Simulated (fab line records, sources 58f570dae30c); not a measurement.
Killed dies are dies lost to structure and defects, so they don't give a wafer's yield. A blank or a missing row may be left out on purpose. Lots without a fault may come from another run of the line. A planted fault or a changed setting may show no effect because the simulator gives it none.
Chamber matching | flow berkeley_cmos170 | UCB170_ACTIVE_ETCH_15 on rie_diel-03: 4 sister chambers
The step etches Si3N4 in CH3F/Ar/O2, stops on SiO2, target depth 242 nm, time 151 s. 14 wafers are shown with their chamber, then 7 later ones without.

WAFERS WITH THEIR CHAMBER
wafer  | chamber | throttle_valve_pct (%) | drypump_motor_current_A (A) | oes_product_au (a.u.)
L463.2 | 0       | 8.34                   | 5.8                         | 0.930
L463.3 | 2       | 7.91                   | 5.5                         | 0.943
L463.5 | 0       | 8.34                   | 5.8                         | 0.936
L466.3 | 1       | 8.26                   | 6.3                         | 0.955
L466.4 | 3       | 7.99                   | 5.3                         | 0.955
L466.5 | 0       | 8.32                   | 5.8                         | 0.924
L469.2 | 0       | 8.34                   | 5.9                         | 0.916
L469.3 | 1       | 8.25                   | 6.4                         | 0.967
L469.6 | 0       | 8.32                   | 5.8                         | 0.923
L477.1 | 0       | 8.33                   | 5.8                         | 0.927
L477.2 | 1       | 8.25                   | 6.4                         | 0.967
L477.3 | 2       | 7.90                   | 5.5                         | 0.939
L483.2 | 3       | 7.99                   | 5.3                         | 0.961
L483.4 | 2       | 7.90                   | 5.5                         | 0.941

SIGNATURES (means of the wafers above)
reading                 | chamber 0 | chamber 1 | chamber 2 | chamber 3 | scatter within a chamber
throttle_valve_pct      | 8.3317    | 8.2533    | 7.9033    | 7.9900    | 0.00785
drypump_motor_current_A | 5.817     | 6.367     | 5.500     | 5.300     | 0.0387
oes_product_au          | 0.92600   | 0.96300   | 0.94100   | 0.95800   | 0.00593
Rule: a wafer's distance from a chamber is the root of the sum, over the readings, of the square of ((its reading less the chamber's mean) divided by the reading's scatter). The wafer belongs to the nearest chamber; if the next one is less than 2 further off, it can't be placed. The scatter: the root of (the sum of the squares of (reading less its chamber's mean) over the shown wafers, divided by (wafers less chambers)).

WAFERS WITHOUT THEIR CHAMBER
wafer  | throttle_valve_pct (%) | drypump_motor_current_A (A) | oes_product_au (a.u.)
L483.5 | 7.97                   | 5.3                         | 0.962
L480.2 | 7.92                   | 5.5                         | 0.932
L480.4 | 8.30                   | 5.8                         | 0.924
L480.5 | 7.93                   | 5.5                         | 0.940
L484.1 | 8.24                   | 6.4                         | 0.963
L484.2 | 7.98                   | 5.3                         | 0.956
L484.6 | 7.91                   | 5.5                         | 0.943

WHICH CHAMBER EACH WENT THROUGH
wafer  | from the rows above | in truth
L483.5 | 3                   | 3
L480.2 | 2                   | 2
L480.4 | 0                   | 0
L480.5 | 2                   | 2
L484.1 | 1                   | 1
L484.2 | 3                   | 3
L484.6 | 2                   | 2
Placed correctly: 7 of 7. Can't be placed from these rows: 0. Placed wrongly: 0.
